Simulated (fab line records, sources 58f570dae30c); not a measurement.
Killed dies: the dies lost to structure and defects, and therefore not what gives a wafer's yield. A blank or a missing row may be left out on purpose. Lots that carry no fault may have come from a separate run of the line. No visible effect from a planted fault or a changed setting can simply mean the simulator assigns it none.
fab line records -- flow berkeley_cmos170
[record] lots = 6, wafers = 18, last_day = 11
route steps=331 shown ZERO@6 NWELL@14
lots that met no fault: from a run of the same line without faults
start_h: hours from the record's first day to the start of the lot's first wafer shown -- wait_h: time in hours since the lot's previous step -- " the same as in the row above -- L1.1+2: a single row standing in for several wafers -- - no value present, or no start provided -- * or withheld: withheld -- < > ~ a bound
route shown NAME@n: names a module that has steps shown in the file, with the first one's number in the route -- usual: mean/standard deviation taken from wafers without a fault -- same: alike in all rows -- chamber/n: place in a boat -- sites: readings site by site -- _std_site: the values' standard deviation -- _edge_site: inner sites' mean taken away from outer sites' mean -- radius_mm: for every site, how far away it sits from the centre of the wafer -- mask NAME#n: copy n -- behind: tool/chamber where the wafer was last shaped -- hold: why the lot went on hold/how many hours it stayed there/how the hold came to an end -- device: the n, p or np transistor that did not switch -- end of line: tests of these same wafers at the route's end -- a step with no rows: only its recipe -- killed: dies lost to structure and defects at the first sort, not the wafer's yield -- map: shows each die of a wafer: x if killed, . if not, _ if none is there
set.NAME: setting as actually run; set.NAME@STEP: the setting as run at that earlier step -- model.NAME: the simulator's own value behind a step, which no gauge read
a table for each step, a row for each wafer; lots at some steps of the route
services: a tool's chamber out of use, with start hour (start_h, from the record's first day; less than 0 if before it), hours out, and reason
[[steps]]
[step UCB170_ZERO_HMDS_00]
[recipe] prime_time_s = 60, prime_temp_c = 100
[step UCB170_ZERO_COAT_01]
[recipe] resist = KrF, spin_rpm = 1500, resist_thk_nm = 900
[step UCB170_ZERO_SOFTBAKE_02]
[recipe] resist = KrF, temp_c = 128.8, time_s = 60
[step UCB170_ZERO_EXPOSE_03]
[recipe] mask_id = PM_MARKS, na = 0.5, sigma_outer = 0.6, source_shape = conventional, target_cd_nm = 4000, dose_mj = 30
[step UCB170_ZERO_PEB_04]
[recipe] peb_temp_c = 130, peb_time_s = withheld, resist = KrF
[step UCB170_ZERO_DEVELOP_05]
[recipe] developer = TMAH, develop_time_s = 45, resist = KrF, dev_temp_c = 21
[step UCB170_ZERO_ETCH_06]
[recipe] chemistry = CHF3/CF4/Ar, target = SiO2, time_s = 12, pressure_mtorr = 100, rf_w = 500, CHF3_flow_sccm = 50, cf4_flow_sccm = 10, Ar_flow_sccm = 120, over_etch_frac = 1.58
[usual] chamber_pressure_mTorr = 100.01/0.099, drypump_motor_current_A = 5.8/0.47, oes_product_au = 0.617/0.0065, rf_fwd_power_W = 491/3.1, throttle_valve_pct = 9.28/0.16
lot.wafer,tool,chamber,start_h,wait_h,chamber_pressure_mTorr,drypump_motor_current_A,oes_product_au,rf_fwd_power_W,rf_hours_counter_h,throttle_valve_pct
L443.2,rie_diel-01,2,28.58,-,99.99,5.1,0.619,496,107,9.39
L443.4,rie_diel-01,1,28.58,-,100.26,5.0,0.616,492,-,9.35
L443.6,rie_diel-01,0,28.58,-,99.98,5.9,0.616,496,-,9.08
L447.1,rie_diel-04,1,49.95,-,100.00,5.9,0.621,488,9,9.30
L447.2,rie_diel-04,0,49.95,-,100.01,5.6,0.604,487,47,9.45
L447.5,rie_diel-04,0,49.95,-,100.01,5.6,0.616,487,-,9.47
L454.2,rie_diel-03,0,82.68,-,100.02,5.9,0.615,494,13,9.38
L454.3,rie_diel-03,1,82.68,-,100.15,5.9,0.620,494,15,9.39
L454.6,rie_diel-03,3,82.68,-,99.99,6.7,0.623,489,-,9.15
L453.3,rie_diel-01,0,83.08,-,99.94,5.9,0.621,493,36,9.07
L453.4,rie_diel-01,2,83.08,-,99.96,5.1,0.631,492,110,9.36
L453.5,rie_diel-01,0,83.08,-,100.07,5.9,0.615,494,-,9.08
L461.3,rie_diel-04,0,118.32,-,99.93,5.6,0.609,487,50,9.44
L461.5,rie_diel-04,3,118.32,-,100.05,5.2,0.620,487,-,9.14
L461.6,rie_diel-04,0,118.32,-,100.02,5.6,0.611,486,-,9.47
L462.1,rie_diel-03,3,123.28,-,100.00,6.7,0.615,488,90,9.14
L462.4,rie_diel-03,1,123.28,-,100.12,6.0,0.613,490,17,9.39
L462.6,rie_diel-03,1,123.28,-,100.04,6.0,0.614,490,-,9.40
[step UCB170_ZERO_STRIP_07]
[recipe] chemistry = O2, power_w = 400, pressure_mtorr = 3500, platen_temp_c = withheld, o2_flow_sccm = 400, overash_fraction = 0.5
[usual] chamber_pressure_mTorr = 3500/3.3, drypump_motor_current_A = 5.8/0.48, oes_product_au = 0.727/0.0045, strip_time_to_endpoint_s = 21.51/0.057
lot.wafer,tool,chamber,start_h,wait_h,chamber_pressure_mTorr,drypump_motor_current_A,oes_product_au,rf_hours_counter_h,strip_time_to_endpoint_s
L443.2,plasma_asher-04,1,28.64,0.0,3496,5.4,0.726,27,21.45
L443.4,plasma_asher-04,0,28.64,0.0,3503,5.7,0.723,-,21.53
L443.6,plasma_asher-04,0,28.64,0.0,3500,5.7,0.727,-,21.47
L447.1,plasma_asher-04,1,49.97,0.0,3509,5.4,0.721,30,21.50
L447.2,plasma_asher-04,0,49.97,0.0,3503,5.7,0.722,30,21.52
L447.5,plasma_asher-04,0,49.97,0.0,3502,5.7,0.727,-,21.57
L454.2,plasma_asher-04,1,82.71,0.0,3505,5.4,0.732,33,21.49
L454.3,plasma_asher-04,0,82.71,0.0,3496,5.7,0.729,-,21.41
L454.6,plasma_asher-04,1,82.71,0.0,3498,5.3,0.723,-,21.44
L453.3,plasma_asher-04,1,83.14,0.0,3498,5.3,0.727,-,21.52
L453.4,plasma_asher-04,0,83.14,0.0,3504,5.7,0.713,-,21.57
L453.5,plasma_asher-04,1,83.14,0.0,3503,5.3,0.730,-,21.59
L461.3,plasma_asher-01,0,118.38,0.0,3500,5.0,0.726,-,21.49
L461.5,plasma_asher-01,0,118.38,0.0,3499,5.0,0.729,-,21.54
L461.6,plasma_asher-01,1,118.38,0.0,3503,6.3,0.729,-,21.42
L462.1,plasma_asher-04,1,123.30,0.0,3503,5.4,0.728,39,21.61
L462.4,plasma_asher-04,1,123.30,0.0,3502,5.4,0.725,-,21.51
L462.6,plasma_asher-04,0,123.30,0.0,3498,5.7,0.727,-,21.52
[step UCB170_NWELL_WET_ETCH_00]
[recipe] chemistry = dHF, dilution = 25:1, target = SiO2, temp_c = 25, time_s = 200
[step UCB170_NWELL_OXIDATION_01]
[recipe] temp_c = 1000, ambient = O2, target_thk_a = 264, ox_time_s = 1260
[step UCB170_NWELL_THK_MEAS_02]
[recipe] reads = SiO2_of_NWELL_OXIDATION_01
[usual] NWELL_OXIDE_THK = 26.2/0.46
lot.wafer,tool,chamber,start_h,wait_h,NWELL_OXIDE_THK[nm]
L443.2,film_metro-03,-,32.30,0.0,25.5
L443.4,film_metro-03,-,32.30,0.0,26.1
L443.6,film_metro-03,-,32.30,0.0,25.4
L447.1,film_metro-01,-,53.59,0.0,25.8
L447.2,film_metro-01,-,53.59,0.0,25.7
L447.5,film_metro-01,-,53.59,0.0,26.0
L454.2,film_metro-01,-,87.30,0.0,26.9
L454.3,film_metro-01,-,87.30,0.0,27.1
L454.6,film_metro-01,-,87.30,0.0,27.1
L453.3,film_metro-03,-,87.31,0.0,25.8
L453.4,film_metro-03,-,87.31,0.0,26.0
L453.5,film_metro-03,-,87.31,0.0,26.3
L461.3,film_metro-03,-,122.95,0.0,26.2
L461.5,film_metro-03,-,122.95,0.0,26.3
L461.6,film_metro-03,-,122.95,0.0,26.6
L462.1,film_metro-01,-,128.95,0.0,26.2
L462.4,film_metro-01,-,128.95,0.0,26.7
L462.6,film_metro-01,-,128.95,0.0,26.4
[step UCB170_NWELL_ANNEAL_03]
[recipe] temp_c = 1000, time_s = 900, ambient = N2
[step UCB170_NWELL_CVD_04]
[recipe] material = Si3N4, target_thk_nm = 224, temp_c = 800, precursor = SiH2Cl2/NH3, time_s = 3360, pressure_mtorr = 200, sih2cl2_flow_sccm = 25, nh3_flow_sccm = 75
[usual] susceptor_temp_C = 800.0/0.32, zone_power_load_pct = 20.8/2.4
lot.wafer,tool,chamber,start_h,wait_h,susceptor_temp_C,zone_power_load_pct,model.Si3N4_of_NWELL_CVD_04.thk_nm
L443.2,lpcvd-01,1,35.79,0.0,800.1,18.4,223.1
L443.4,lpcvd-01,1,35.79,0.0,799.9,18.3,223.6
L443.6,lpcvd-01,1,35.79,0.0,800.0,18.5,225.4
L447.1,lpcvd-02,1,56.51,0.0,799.3,23.4,223.5
L447.2,lpcvd-02,1,56.51,0.0,799.6,23.7,222.8
L447.5,lpcvd-02,1,56.51,0.0,799.8,23.4,223.3
L453.3,lpcvd-02,1,92.47,1.4,799.9,23.2,294.4
L453.4,lpcvd-02,1,92.47,1.4,800.2,23.4,296.3
L453.5,lpcvd-02,1,92.47,1.4,800.0,23.7,294.7
L454.2,lpcvd-02,1,92.47,1.4,800.1,24.0,290.6
L454.3,lpcvd-02,1,92.47,1.4,800.1,23.4,291.6
L454.6,lpcvd-02,1,92.47,1.4,799.6,23.6,292.7
L461.3,lpcvd-01,1,127.60,0.0,799.6,18.5,223.2
L461.5,lpcvd-01,1,127.60,0.0,800.2,18.4,224.3
L461.6,lpcvd-01,1,127.60,0.0,800.3,18.3,222.3
L462.1,lpcvd-01,1,132.78,0.0,800.9,18.2,221.8
L462.4,lpcvd-01,1,132.78,0.0,800.1,18.0,223.2
L462.6,lpcvd-01,1,132.78,0.0,800.2,18.3,224.5
[step UCB170_NWELL_THK_MEAS_05]
[recipe] reads = Si3N4_of_NWELL_CVD_04
[usual] NWELL_NITRIDE_THK = 222.4/1.9
lot.wafer,tool,chamber,start_h,wait_h,NWELL_NITRIDE_THK[nm]
L443.2,film_metro-01,-,37.73,0.0,222.9
L443.4,film_metro-01,-,37.73,0.0,223.6
L443.6,film_metro-01,-,37.73,0.0,225.3
L447.1,film_metro-01,-,58.44,0.0,223.6
L447.2,film_metro-01,-,58.44,0.0,222.7
L447.5,film_metro-01,-,58.44,0.0,223.3
L454.2,film_metro-03,-,94.42,0.0,290.6
L454.3,film_metro-03,-,94.42,0.0,291.5
L454.6,film_metro-03,-,94.42,0.0,292.6
L453.3,film_metro-01,-,94.43,0.0,294.0
L453.4,film_metro-01,-,94.43,0.0,296.4
L453.5,film_metro-01,-,94.43,0.0,294.9
L461.3,film_metro-03,-,129.55,0.0,223.2
L461.5,film_metro-03,-,129.55,0.0,224.3
L461.6,film_metro-03,-,129.55,0.0,222.4
L462.1,film_metro-03,-,134.71,0.0,221.8
L462.4,film_metro-03,-,134.71,0.0,223.3
L462.6,film_metro-03,-,134.71,0.0,224.5
[step UCB170_NWELL_HMDS_06]
[recipe] prime_time_s = 60, prime_temp_c = 100
[step UCB170_NWELL_COAT_07]
[recipe] resist = KrF, spin_rpm = 1500, resist_thk_nm = 900
[step UCB170_NWELL_SOFTBAKE_08]
[recipe] resist = KrF, temp_c = 130, time_s = 60
[step UCB170_NWELL_EXPOSE_09]
[recipe] mask_id = NWELL, target_cd_nm = 3000, na = 0.5, sigma_outer = 0.6, source_shape = conventional, dose_mj = 25
[step UCB170_NWELL_PEB_10]
[recipe] peb_temp_c = 130, peb_time_s = withheld, resist = KrF
[step UCB170_NWELL_DEVELOP_11]
[recipe] developer = TMAH, develop_time_s = 45, resist = KrF, dev_temp_c = 21
[step UCB170_NWELL_OVL_MEAS_12]
[usual] NWELL_OVL = -1/4.5
lot.wafer,tool,chamber,start_h,wait_h,NWELL_OVL[nm]
L443.2,overlay-01,-,39.32,-,-4
L443.4,overlay-01,-,39.32,-,-4
L443.6,overlay-01,-,39.32,-,-2
L447.1,overlay-01,-,59.86,-,0
L447.2,overlay-01,-,59.86,-,-3
L447.5,overlay-01,-,59.86,-,4
L453.3,overlay-02,-,95.44,-,-7
L453.4,overlay-02,-,95.44,-,-6
L453.5,overlay-02,-,95.44,-,-3
L454.2,overlay-01,-,95.68,-,-1
L454.3,overlay-01,-,95.68,-,0
L454.6,overlay-01,-,95.68,-,1
L461.3,overlay-01,-,130.59,-,5
L461.5,overlay-01,-,130.59,-,-4
L461.6,overlay-01,-,130.59,-,-3
L462.1,overlay-02,-,136.24,-,2
L462.4,overlay-02,-,136.24,-,-3
L462.6,overlay-02,-,136.24,-,-2
[step UCB170_NWELL_ETCH_13]
[recipe] chemistry = CH3F/Ar/O2, target = Si3N4, stop_on = SiO2, CH3F_flow_sccm = 20, Ar_flow_sccm = 50, O2_flow_sccm = 7, pressure_mtorr = 50, rf_w = 450, target_depth_a = 2464, over_etch_frac = 0.1, time_s = 154
[usual] chamber_pressure_mTorr = 50.00/0.038, drypump_motor_current_A = 5.7/0.52, oes_product_au = 0.938/0.014, rf_fwd_power_W = 447.8/1.4, throttle_valve_pct = 8.08/0.16
lot.wafer,tool,chamber,start_h,wait_h,chamber_pressure_mTorr,drypump_motor_current_A,oes_product_au,rf_fwd_power_W,rf_hours_counter_h,throttle_valve_pct,model.etch.depth_nm
L443.2,rie_diel-03,1,39.35,0.0,49.99,5.9,0.937,446.8,13,8.19,223.1
L443.4,rie_diel-03,2,39.35,0.0,49.96,6.6,0.958,448.0,123,8.23,223.6
L443.6,rie_diel-03,1,39.35,0.0,50.02,5.9,0.936,448.4,-,8.18,225.4
L447.1,rie_diel-04,3,59.90,0.0,50.06,5.2,0.939,448.2,11,7.95,223.5
L447.2,rie_diel-04,0,59.90,0.0,50.03,5.6,0.917,446.2,48,8.27,222.8
L447.5,rie_diel-04,3,59.90,0.0,49.99,5.2,0.935,447.8,-,7.93,223.3
L453.3,rie_diel-04,1,95.47,0.0,50.02,5.9,0.994,449.2,11,8.15,245.5
L453.4,rie_diel-04,3,95.47,0.0,50.08,5.2,0.987,446.7,12,7.95,244.1
L453.5,rie_diel-04,2,95.47,0.0,50.01,5.4,0.994,449.6,-,7.82,244.9
L454.2,rie_diel-02,0,95.71,0.0,49.99,6.1,0.989,448.7,87,8.03,245.4
L454.3,rie_diel-02,3,95.71,0.0,50.04,6.2,0.996,448.2,106,8.29,243.1
L454.6,rie_diel-02,3,95.71,0.0,49.96,6.2,1.000,447.9,-,8.29,244.8
L461.3,rie_diel-04,3,130.62,0.0,49.99,5.2,0.930,448.9,13,7.95,223.2
L461.5,rie_diel-04,3,130.62,0.0,50.02,5.2,0.937,447.6,-,7.94,224.3
L461.6,rie_diel-04,2,130.62,0.0,49.99,5.4,0.936,446.4,-,7.79,222.3
L462.1,rie_diel-04,0,136.27,0.0,49.98,5.6,0.924,447.3,51,8.26,221.8
L462.4,rie_diel-04,2,136.27,0.0,50.03,5.4,0.928,448.5,49,7.80,223.2
L462.6,rie_diel-04,2,136.27,0.0,49.99,5.4,0.938,448.3,-,7.79,224.5
[step UCB170_NWELL_IMPLANT_14]
[recipe] species = P, dose_cm2 = 9.931e+12, energy_kev = 150, tilt_deg = 7
[[services]]
tool,chamber,start_h,hours,kind
rie_diel-03,-,15.38,15.6,pm
rie_diel-01,-,23.06,2.8,pm
rie_diel-01,3,25.91,5.7,repair
rie_diel-01,3,38.73,6.5,repair
plasma_asher-04,-,42.85,0.7,repair
rie_diel-02,2,55.46,1.4,repair
rie_diel-04,3,68.45,8.1,repair
lpcvd-01,-,70.15,14.6,pm
plasma_asher-01,-,84.40,32.1,repair
rie_diel-01,-,93.33,5.7,repair
rie_diel-02,-,129.99,2.8,pm
rie_diel-04,-,132.30,0.5,repair
[[key]]
[first_sign] step = UCB170_NWELL_THK_MEAS_05, reading = NWELL_NITRIDE_THK, direction = up, sigmas = 37, usual = 222.4, struck = 293.3
[effect] step = UCB170_NWELL_ETCH_13, reading = oes_product_au, direction = up, sigmas = 4, usual = 0.938, struck = 0.993
[model_effect] step = UCB170_NWELL_CVD_04, value = Si3N4_of_NWELL_CVD_04.thk_nm, without = 223.5, struck = 293.4
[model_effect] step = UCB170_NWELL_ETCH_13, value = etch.depth_nm, without = 223.5, struck = 244.6
met_at UCB170_NWELL_CVD_04
struck_wafers L453.3,L453.4,L453.5,L454.2,L454.3,L454.6
later_rows_left_out L453.3,L453.4,L453.5,L454.2,L454.3,L454.6
sort_left_out L453.3,L453.4,L453.5,L454.2,L454.3,L454.6
tester_left_out L453,L454
onset_between 56.51 92.47
[fault] kind = process_parameter_drift, tool = lpcvd-02, chamber = -, onset_h = 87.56, steps = UCB170_NWELL_CVD_04, channel = target_thk_nm, offset = 69.89, shape = step, end_h = 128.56, acts_in = these_recipes_only, stated = 224
// tester_left_out: of these lots the tester's yield and bins aren't shown, on N5 and GAA mostly nor the transistor test; their killed dies are dies lost to structure and defects alone, not to doping, threshold or leakage, so they don't give the yield
// sort_left_out: the simulated sort isn't trusted on such a fault, so these wafers' sort isn't shown, and their yield isn't known
// later_rows_left_out: the simulator's readings of these wafers behind a module that went badly wrong aren't trusted and aren't shown, but for the sort
